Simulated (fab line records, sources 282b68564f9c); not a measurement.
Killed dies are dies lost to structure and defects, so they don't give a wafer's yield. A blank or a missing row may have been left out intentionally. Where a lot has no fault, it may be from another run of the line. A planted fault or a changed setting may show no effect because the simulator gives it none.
Comparing a struck lot with a sound one :: flow rit_cmos :: 15 out of 202 route steps
Sound: the wafers L691.2, L691.5, L691.6. Struck: wafer L710.5 (L710.3, L710.6, from the same lot, were not struck and are left out); the cause is given at the end.
At each step with rows: each side's tool, then ch and its chambers, then its first start. Under that, the readings that differ: sound wafers :: struck wafers :: difference of the means :: sigmas: that difference in standard deviations of wafers without a fault.
alike: words and numbers the same on both sides, and readings whose means are apart by under 2 such deviations; not compared: readings that were withheld, readings missing a value for some wafer, numbers with overlapping values and no deviation given by the record, and bounds like >300 which may hide the same value.
A row with sigmas, a row that says differs or no value, or rows on one side alone: a step with any of these is where the two part. Numbers that have no deviation but don't overlap get no sigmas and don't part them. A reading that every wafer of one side lacks parts them only if that side has two wafers or more.

RIT_M1_THK_MEAS_02: measures by xrf.
  sound on film_metro-03 at day 3 11:03; struck on film_metro-01 at day 7 10:59
  alike: M1_AL_THK
then, 6 steps without rows for these wafers: RIT_M1_HMDS_03 (prime time 60 s); RIT_M1_COAT_04 (resist thk 1300 nm); RIT_M1_SOFTBAKE_05 (time 60 s); RIT_M1_EXPOSE_06 (exposes mask M12, target cd 2600 nm); RIT_M1_PEB_07; RIT_M1_DEVELOP_08 (develop time 68.88 s).
RIT_M1_CD_MEAS_09: the cd target is 2600 nm.
  sound on cd_sem-02 at day 3 12:08; struck on cd_sem-01 at day 7 12:05
  alike: cd_nm
RIT_M1_OVL_MEAS_10:
  sound on overlay-01 at day 3 12:14; struck on overlay-01 at day 7 12:10
reading: M1_OVL (nm)
sound: 1.4 -2.1 -2.5
struck: 2.1
difference: +3.2
sigmas: +2
then, 1 step without rows for these wafers: RIT_M1_HARDBAKE_11 (time 120 s).
RIT_M1_METAL_ETCH_12: etches Al in Cl2/BCl3, stops on SiO2, time 165 s, target depth 600 nm.
  sound on rie_metal-03 ch 0,1, day 3 12:31; struck on rie_metal-04 ch 1, day 7 12:33
reading: throttle_valve_pct (%)
sound: 8.08 8.07 8.20
struck: 8.32
difference: +0.20
sigmas: +2
  alike: drypump_motor_current_A, oes_product_au
  not compared: rf_hours_counter_h
then, 1 step without rows for these wafers: RIT_M1_STRIP_13 (strips in nmp, time 600 s).
RIT_M1_STRIP_14: strips in O2, time 180 s.
  sound on plasma_asher-04 ch 0,1, day 3 12:51; struck on plasma_asher-04 ch 0, day 7 12:56
reading: run_length_s (s)
sound: 207.7 207.4 207.6
struck: 192.4
difference: -15.2
sigmas: -34
  alike: drypump_motor_current_A
  not compared: rf_hours_counter_h, rf_refl_power_W
RIT_M1_CD_MEAS_90: the cd target is 2600 nm.
  sound on cd_sem-01 at day 3 13:03; struck on cd_sem-01 at day 7 13:05
  alike: cd_nm
RIT_M1_PROBE_99:
  sound on prober-01 at day 3 14:49; struck on prober-02 at day 7 16:02
  alike: defect_limited_yield, killed_at_contacts, killed_at_front_end, killed_dies, killed_open, killed_short

WHERE THEY PART
Earliest at RIT_M1_OVL_MEAS_10; latest, in this record, at RIT_M1_STRIP_14. Later steps at which nothing parts them and some readings are alike: RIT_M1_CD_MEAS_90, RIT_M1_PROBE_99.

WHY: whatever the simulator had introduced
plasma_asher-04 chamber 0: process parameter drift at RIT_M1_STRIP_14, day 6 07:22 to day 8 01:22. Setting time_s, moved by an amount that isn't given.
